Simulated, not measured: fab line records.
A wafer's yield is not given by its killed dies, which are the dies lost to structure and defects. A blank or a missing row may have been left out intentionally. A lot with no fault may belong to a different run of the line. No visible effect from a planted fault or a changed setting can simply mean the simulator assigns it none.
fab line records + flow rit-cmos
record:
- lots: 15
- wafers: 45
- last-day: 7
route steps=202 shown SPACER@128 M1@202
lots that met no fault: from a run of the same line without faults
start-h: hours from the record's opening day to when the first of the lot's shown wafers began + wait-h: hours elapsed since this lot's preceding step + " identical to the entry in the row above + L1.1+2: a single row standing in for several wafers + - no value, or no start given + * or withheld: withheld + < > ~ a bound
route shown NAME@n: NAME is a module with steps in the file, n the number in the route of the first one + usual: mean/standard deviation taken from wafers without a fault + same: alike in all rows + chamber/n: place in a boat + sites: the reading at each site + _std_site: standard deviation across them + _edge_site: mean of outer sites minus mean of inner sites + radius-mm: for every site, how far away it sits from the centre of the wafer + mask NAME#n: copy n + behind: tool/chamber where the wafer was last shaped + hold: why the lot went on hold/how many hours it stayed there/how the hold came to an end + device: transistor that didn't switch, given as n, p or np + end of line: tests of these same wafers at the route's end + where a step has no rows: the recipe by itself + killed: dies that structure and defects cost at the first sort, which is not the same as the wafer's yield + map: the dies of a wafer, with x for killed, . for not killed, _ for no die there
set.NAME: the setting that was run; set.NAME@STEP: the one run at that earlier step + model.NAME: the simulator's own value behind a step, which no gauge read
route steps across a sampled set of lots; one table per step, one row per wafer
services: when a tool's chamber went out of use (start-h, in hours from the record's first day, below 0 if earlier), for how many hours, and the reason
== steps ==
step: RIT_SPACER_CVD_03
recipe:
- material: Si3N4
- target-thk-nm: 250
- temp-c: 810
- precursor: SiH2Cl2/NH3
- time-s: 3300
- pressure-mtorr: 300
- sih2cl2-flow-sccm: 60
- nh3-flow-sccm: 150
usual:
- spike-tc-load-C: 836.7/2
| lot.wafer | tool     | chamber | start-h | wait-h | spike-tc-load-C |
|-----------|----------|---------|---------|--------|-----------------|
| L636.3    | lpcvd-02 | 1       | 61.07   | 0.0    | 836.4           |
| L636.5    | "        | 1       | "       | "      | 834.7           |
| L636.6    | "        | 1       | "       | "      | 835.5           |
| L635.1    | lpcvd-01 | 1       | 62.63   | 1.0    | 840.7           |
| L635.2    | "        | 1       | "       | "      | 839.8           |
| L635.3    | "        | 1       | "       | "      | 839.5           |
| L637.1    | lpcvd-01 | 0       | 67.52   | 0.0    | 836.7           |
| L637.2    | "        | 0       | "       | "      | 837.3           |
| L637.3    | "        | 0       | "       | "      | 833.5           |
| L638.2    | lpcvd-02 | 0       | 71.42   | 0.0    | 835.4           |
| L638.3    | "        | 0       | "       | "      | 834.8           |
| L638.6    | "        | 0       | "       | "      | 834.6           |
| L639.2    | lpcvd-02 | 0       | 76.72   | 0.1    | 836.5           |
| L639.3    | "        | 0       | "       | "      | 835.9           |
| L639.5    | "        | 0       | "       | "      | 837.4           |
| L640.1    | lpcvd-02 | 0       | 79.72   | 0.0    | 835.2           |
| L640.3    | "        | 0       | "       | "      | 837.6           |
| L640.5    | "        | 0       | "       | "      | 836.8           |
| L641.3    | lpcvd-02 | 1       | 85.84   | 0.0    | 836.0           |
| L641.4    | "        | 1       | "       | "      | 834.9           |
| L641.6    | "        | 1       | "       | "      | 836.7           |
| L642.1    | lpcvd-01 | 1       | 90.38   | 0.9    | 836.6           |
| L642.3    | "        | 1       | "       | "      | 840.2           |
| L642.5    | "        | 1       | "       | "      | 840.0           |
| L644.2    | lpcvd-01 | 1       | 98.84   | 0.0    | 838.9           |
| L644.3    | "        | 1       | "       | "      | 838.3           |
| L644.4    | "        | 1       | "       | "      | 840.5           |
| L644.2    | lpcvd-02 | 1       | 101.32  | 0.6    | 836.7           |
| L644.3    | "        | 1       | "       | "      | 836.1           |
| L644.4    | "        | 1       | "       | "      | 834.1           |
| L643.1    | lpcvd-01 | 0       | 100.76  | 1.0    | 835.1           |
| L643.4    | "        | 0       | "       | "      | 837.8           |
| L643.6    | "        | 0       | "       | "      | 835.3           |
| L648.2    | lpcvd-02 | 0       | 120.00  | 0.5    | 834.9           |
| L648.3    | "        | 0       | "       | "      | 836.6           |
| L648.5    | "        | 0       | "       | "      | 834.7           |
| L651.4    | lpcvd-01 | 1       | 129.99  | 0.0    | 837.9           |
| L651.5    | "        | 1       | "       | "      | 840.0           |
| L651.6    | "        | 1       | "       | "      | 841.2           |
| L651.4    | lpcvd-01 | 1       | 133.53  | 1.6    | 839.3           |
| L651.5    | "        | 1       | "       | "      | 837.5           |
| L651.6    | "        | 1       | "       | "      | 838.3           |
| L652.1    | lpcvd-02 | 0       | 140.25  | 0.0    | 836.6           |
| L652.2    | "        | 0       | "       | "      | 837.9           |
| L652.6    | "        | 0       | "       | "      | 835.3           |
| L652.1    | lpcvd-02 | 0       | 144.34  | 2.2    | 836.2           |
| L652.2    | "        | 0       | "       | "      | 835.5           |
| L652.6    | "        | 0       | "       | "      | 835.9           |
| L654.2    | lpcvd-02 | 1       | 148.19  | 0.0    | 835.5           |
| L654.4    | "        | 1       | "       | "      | 836.4           |
| L654.6    | "        | 1       | "       | "      | 835.3           |
| L656.1    | lpcvd-01 | 0       | 159.77  | 0.0    | 838.2           |
| L656.4    | "        | 0       | "       | "      | 835.5           |
| L656.6    | "        | 0       | "       | "      | 836.3           |
step: RIT_SPACER_THK_MEAS_04
recipe:
- reads: Si3N4_of_SPACER_CVD_03
usual:
- SPACER_NITRIDE_THK: 249.8/2.7
| lot.wafer | tool          | chamber | start-h | wait-h | SPACER_NITRIDE_THK[nm] |
|-----------|---------------|---------|---------|--------|------------------------|
| L636.3    | film-metro-01 | -       | 63.01   | 0.0    | 247.7                  |
| L636.5    | "             | -       | "       | "      | 247.0                  |
| L636.6    | "             | -       | "       | "      | 249.4                  |
| L635.1    | film-metro-02 | -       | 64.55   | 0.0    | 249.2                  |
| L635.2    | "             | -       | "       | "      | 250.5                  |
| L635.3    | "             | -       | "       | "      | 250.3                  |
| L637.1    | film-metro-01 | -       | 69.44   | 0.0    | 252.5                  |
| L637.2    | "             | -       | "       | "      | 251.9                  |
| L637.3    | "             | -       | "       | "      | 251.4                  |
| L638.2    | film-metro-04 | -       | 74.31   | 0.0    | 246.8                  |
| L638.3    | "             | -       | "       | "      | 246.7                  |
| L638.6    | "             | -       | "       | "      | 245.1                  |
| L639.2    | film-metro-02 | -       | 79.61   | 0.0    | 250.4                  |
| L639.3    | "             | -       | "       | "      | 251.3                  |
| L639.5    | "             | -       | "       | "      | 250.2                  |
| L640.1    | film-metro-02 | -       | 81.64   | 0.0    | 244.9                  |
| L640.3    | "             | -       | "       | "      | 245.6                  |
| L640.5    | "             | -       | "       | "      | 246.1                  |
| L641.3    | film-metro-01 | -       | 87.78   | 0.0    | 243.4                  |
| L641.4    | "             | -       | "       | "      | 242.4                  |
| L641.6    | "             | -       | "       | "      | 243.3                  |
| L642.1    | film-metro-04 | -       | 92.30   | 0.0    | 253.1                  |
| L642.3    | "             | -       | "       | "      | 253.1                  |
| L642.5    | "             | -       | "       | "      | 255.2                  |
| L643.1    | film-metro-01 | -       | 102.67  | 0.0    | 251.5                  |
| L643.4    | "             | -       | "       | "      | 251.5                  |
| L643.6    | "             | -       | "       | "      | 251.1                  |
| L644.2    | film-metro-04 | -       | 103.25  | 0.0    | 502.3                  |
| L644.3    | "             | -       | "       | "      | 503.1                  |
| L644.4    | "             | -       | "       | "      | 499.7                  |
| L648.2    | film-metro-02 | -       | 121.92  | 0.0    | 250.1                  |
| L648.3    | "             | -       | "       | "      | 251.6                  |
| L648.5    | "             | -       | "       | "      | 249.6                  |
| L651.4    | film-metro-02 | -       | 135.48  | 0.0    | 504.9                  |
| L651.5    | "             | -       | "       | "      | 506.7                  |
| L651.6    | "             | -       | "       | "      | 506.3                  |
| L652.1    | film-metro-02 | -       | 146.31  | 0.1    | 495.4                  |
| L652.2    | "             | -       | "       | "      | 497.5                  |
| L652.6    | "             | -       | "       | "      | 499.5                  |
| L654.2    | film-metro-02 | -       | 150.12  | 0.0    | 245.8                  |
| L654.4    | "             | -       | "       | "      | 249.1                  |
| L654.6    | "             | -       | "       | "      | 249.0                  |
| L656.1    | film-metro-02 | -       | 161.69  | 0.0    | 246.9                  |
| L656.4    | "             | -       | "       | "      | 246.9                  |
| L656.6    | "             | -       | "       | "      | 248.6                  |
step: RIT_SPACER_ETCHBACK_05
recipe:
- target-depth-a: 2500
- SF6_flow_sccm: 30
- CHF3_flow_sccm: 30
- target: Si3N4
- chemistry: SF6/CHF3
- pressure-mtorr: 40
- rf-w: 250
- time-s: 240
- stop-on: SiO2
usual:
- drypump-motor-current-A: 5.8/0.44
- oes-product-au: 0.845/0.013
- throttle-valve-pct: 10.24/0.13
| lot.wafer | tool        | chamber | start-h | wait-h | drypump-motor-current-A | oes-product-au | rf-hours-counter-h | throttle-valve-pct |
|-----------|-------------|---------|---------|--------|-------------------------|----------------|--------------------|--------------------|
| L636.3    | rie-diel-01 | 1       | 63.05   | 0.0    | 6.2                     | 0.852          | 19                 | 10.05              |
| L636.5    | "           | 2       | "       | "      | 6.2                     | 0.837          | -                  | 10.13              |
| L636.6    | "           | 3       | "       | "      | 6.7                     | 0.846          | -                  | 10.54              |
| L635.1    | rie-diel-02 | 1       | 64.61   | 0.1    | 5.1                     | 0.839          | 115                | 10.20              |
| L635.2    | "           | 3       | "       | "      | 5.9                     | 0.846          | 116                | 10.24              |
| L635.3    | "           | 0       | "       | "      | 5.3                     | 0.865          | 19                 | 10.07              |
| L637.1    | rie-diel-02 | 3       | 69.50   | 0.1    | 5.9                     | 0.853          | 116                | 10.25              |
| L637.2    | "           | 0       | "       | "      | 5.3                     | 0.863          | 19                 | 10.09              |
| L637.3    | "           | 1       | "       | "      | 5.2                     | 0.844          | 115                | 10.19              |
| L638.2    | rie-diel-01 | 3       | 74.36   | 0.0    | 6.7                     | 0.841          | 165                | 10.53              |
| L638.3    | "           | 1       | "       | "      | 6.2                     | 0.852          | 20                 | 10.05              |
| L638.6    | "           | 2       | "       | "      | 6.2                     | 0.829          | -                  | 10.12              |
| L639.2    | rie-diel-03 | 3       | 79.66   | 0.0    | 5.4                     | 0.847          | 40                 | 10.36              |
| L639.3    | "           | 1       | "       | "      | 5.5                     | 0.856          | 17                 | 10.25              |
| L639.5    | "           | 1       | "       | "      | 5.5                     | 0.845          | -                  | 10.26              |
| L640.1    | rie-diel-02 | 2       | 81.70   | 0.1    | 5.9                     | 0.808          | 96                 | 10.27              |
| L640.3    | "           | 3       | "       | "      | 5.9                     | 0.824          | 117                | 10.25              |
| L640.5    | "           | 0       | "       | "      | 5.3                     | 0.849          | -                  | 10.06              |
| L641.3    | rie-diel-02 | 3       | 87.82   | 0.0    | 5.9                     | 0.824          | 117                | 10.26              |
| L641.4    | "           | 0       | "       | "      | 5.3                     | 0.839          | 20                 | 10.06              |
| L641.6    | "           | 3       | "       | "      | 5.9                     | 0.830          | -                  | 10.26              |
| L642.1    | rie-diel-03 | 0       | 92.36   | 0.1    | 6.2                     | 0.851          | 133                | 10.43              |
| L642.3    | "           | 3       | "       | "      | 5.4                     | 0.855          | 40                 | 10.36              |
| L642.5    | "           | 2       | "       | "      | 6.0                     | 0.864          | -                  | 10.11              |
| L643.1    | rie-diel-02 | 2       | 102.73  | 0.1    | 5.9                     | 0.826          | 96                 | 10.28              |
| L643.4    | "           | 1       | "       | "      | 5.1                     | 0.844          | 116                | 10.18              |
| L643.6    | "           | 2       | "       | "      | 6.0                     | 0.822          | -                  | 10.28              |
| L644.2    | rie-diel-03 | 3       | 103.30  | 0.0    | 5.4                     | 1.008          | 40                 | 10.42              |
| L644.3    | "           | 2       | "       | "      | 6.0                     | 1.030          | 58                 | 10.19              |
| L644.4    | "           | 1       | "       | "      | 5.5                     | 1.009          | 17                 | 10.30              |
| L648.2    | rie-diel-01 | 3       | 121.97  | 0.0    | 6.6                     | 0.842          | 1                  | 10.53              |
| L648.3    | "           | 2       | "       | "      | 6.2                     | 0.849          | 77                 | 10.11              |
| L648.5    | "           | 2       | "       | "      | 6.2                     | 0.850          | -                  | 10.12              |
| L651.4    | rie-diel-01 | 1       | 135.58  | 0.1    | 6.2                     | 1.013          | -                  | 10.09              |
| L651.5    | "           | 3       | "       | "      | 6.7                     | 1.007          | -                  | 10.58              |
| L651.6    | "           | 2       | "       | "      | 6.2                     | 0.993          | -                  | 10.19              |
| L652.1    | rie-diel-02 | 0       | 146.38  | 0.1    | 5.3                     | 1.039          | 21                 | 10.15              |
| L652.2    | "           | 1       | "       | "      | 5.1                     | 0.995          | 117                | 10.22              |
| L652.6    | "           | 3       | "       | "      | 5.9                     | 0.982          | -                  | 10.29              |
| L654.2    | rie-diel-03 | 3       | 150.17  | 0.0    | 5.4                     | 0.836          | 41                 | 10.36              |
| L654.4    | "           | 0       | "       | "      | 6.2                     | 0.836          | 134                | 10.43              |
| L654.6    | "           | 3       | "       | "      | 5.4                     | 0.838          | -                  | 10.35              |
| L656.1    | rie-diel-03 | 0       | 161.75  | 0.1    | 6.2                     | 0.820          | 134                | 10.42              |
| L656.4    | "           | 3       | "       | "      | 5.4                     | 0.827          | 41                 | 10.34              |
| L656.6    | "           | 3       | "       | "      | 5.4                     | 0.836          | -                  | 10.34              |
step: RIT_M1_PROBE_99
usual:
- killed-at-contacts: 0.0/0.18
- killed-at-front-end: 7/3
- killed-dies: 7/3
- killed-on-rim: 2/1.4
- killed-open: 3.6/1.9
- killed-short: 3.2/1.8
same:
- gross-dies: 264
- killed_at_M0_to_M3: 0
- killed_at_M4_up: 0
- killed-at-back-side: 0
- killed-at-other: 0
| lot.wafer | tool      | chamber | start-h | wait-h | killed-at-contacts | killed-at-front-end | killed-dies | killed-on-rim | killed-open | killed-short |
|-----------|-----------|---------|---------|--------|--------------------|---------------------|-------------|---------------|-------------|--------------|
| L644.2    | prober-01 | -       | 115.59  | 0.1    | 0                  | 264                 | 264         | 70            | 1           | 5            |
| L644.3    | prober-01 | -       | 115.64  | 0.2    | 0                  | 264                 | 264         | 70            | 4           | 1            |
| L644.4    | prober-01 | -       | 115.69  | 0.2    | 0                  | 264                 | 264         | 70            | 0           | 3            |
| L651.4    | prober-01 | -       | 147.04  | 0.2    | 0                  | 264                 | 264         | 70            | 2           | 2            |
| L651.5    | prober-01 | -       | 147.09  | 0.2    | 0                  | 264                 | 264         | 70            | 5           | 5            |
| L651.6    | prober-01 | -       | 147.14  | 0.2    | 0                  | 264                 | 264         | 70            | 2           | 5            |
| L652.1    | prober-02 | -       | 158.62  | 0.1    | 0                  | 264                 | 264         | 70            | 2           | 2            |
| L652.2    | prober-02 | -       | 158.67  | 0.1    | 0                  | 264                 | 264         | 70            | 4           | 4            |
| L652.6    | prober-02 | -       | 158.87  | 0.2    | 0                  | 264                 | 264         | 70            | 2           | 4            |
killed by level:class
L644.2 SPACER:area-etchback=258 GATE:geometric-particle:short=3 FOX1:geometric-particle:short=1 REOX:geometric-particle:open=1 SPACER:geometric-particle:short=1
L644.3 SPACER:area-etchback=259 GATE:geometric-particle:open=3 GATE:geometric-particle:short=1 SPACER:geometric-particle:open=1
L644.4 SPACER:area-etchback=261 GATE:geometric-particle:short=3
L651.4 SPACER:area-etchback=260 GATE:geometric-particle:short=2 GATE:geometric-particle:open=1 SPACER:geometric-particle:open=1
L651.5 SPACER:area-etchback=254 FOX1:geometric-particle:short=2 FOX1:geometric-particle:open=2 FOX2:geometric-particle:short=1 FOX2:geometric-particle:open=1 GATE:geometric-particle:short=1 GATE:geometric-particle:open=1 SPACER:geometric-particle:short=1
L651.6 SPACER:area-etchback=257 GATE:geometric-particle:short=4 FOX2:geometric-particle:short=1 GATE:geometric-particle:open=1 SPACER:geometric-particle:open=1
L652.1 SPACER:area-etchback=260 FOX1:geometric-particle:short=1 FOX2:geometric-particle:open=1 GATE:geometric-particle:short=1 REOX:geometric-particle:open=1
L652.2 SPACER:area-etchback=256 FOX1:geometric-particle:short=2 GATE:geometric-particle:short=2 SILICIDE:geometric-particle:open=2 FOX1:geometric-particle:open=1 REOX:geometric-particle:open=1
L652.6 SPACER:area-etchback=258 GATE:geometric-particle:open=2 GATE:geometric-particle:short=2 SILICIDE:geometric-particle:short=2
== services ==
| tool        | chamber | start-h | hours | kind           |
|-------------|---------|---------|-------|----------------|
| lpcvd-02    | -       | 37.67   | 1.7   | repair         |
| rie-diel-01 | 3       | 78.66   | -     | clean          |
| rie-diel-01 | 3       | 78.66   | 17.7  | scheduled-down |
| rie-diel-01 | 3       | 78.66   | 17.7  | vent-cycle     |
| rie-diel-01 | 1       | 105.76  | 1.6   | repair         |
| rie-diel-03 | 2       | 107.46  | 4.1   | repair         |
| rie-diel-01 | 0       | 116.49  | 5.1   | repair         |
| rie-diel-02 | 0       | 119.54  | 21.0  | repair         |
| rie-diel-01 | 0       | 121.58  | -     | clean          |
| rie-diel-01 | 0       | 121.58  | 17.5  | scheduled-down |
| rie-diel-01 | 0       | 121.58  | 17.5  | vent-cycle     |
== key ==
first-sign:
- step: RIT_SPACER_CVD_03
- reading: visit
- direction: added
effect:
- step: RIT_SPACER_THK_MEAS_04
- reading: SPACER_NITRIDE_THK
- direction: up
- sigmas: 94
- usual: 249.8
- struck: 501.7
effect:
- step: RIT_SPACER_ETCHBACK_05
- reading: oes-product-au
- direction: up
- sigmas: 12
- usual: 0.845
- struck: 1.008
effect:
- step: RIT_M1_PROBE_99
- reading: killed-at-front-end
- direction: up
- sigmas: 85
- usual: 7
- struck: 264
more-kills-born-at:
- RIT_SPACER_ETCHBACK_05@rie-diel-03: 778
- RIT_SPACER_ETCHBACK_05@rie-diel-02: 774
- RIT_SPACER_ETCHBACK_05@rie-diel-01: 771
met-at RIT_SPACER_CVD_03
struck-lots L644,L651,L652
later-rows-left-out L644.2,L644.3,L644.4,L651.4,L651.5,L651.6,L652.1,L652.2,L652.6
tester-left-out L644,L651,L652
fault:
- kind: repeated-step-whole
- tool: lpcvd-01,lpcvd-02
- chamber: -
- onset-h: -
- steps: RIT_SPACER_CVD_03
- times: 1
- scope: struck-lots-only
tester-left-out: of these lots the tester's yield and bins aren't shown, on N5 and GAA mostly nor the transistor test; their killed dies are dies lost to structure and defects alone, not to doping, threshold or leakage, so they don't give the yield
later-rows-left-out: the simulator's readings of these wafers behind a module that went badly wrong aren't trusted and aren't shown, but for the sort
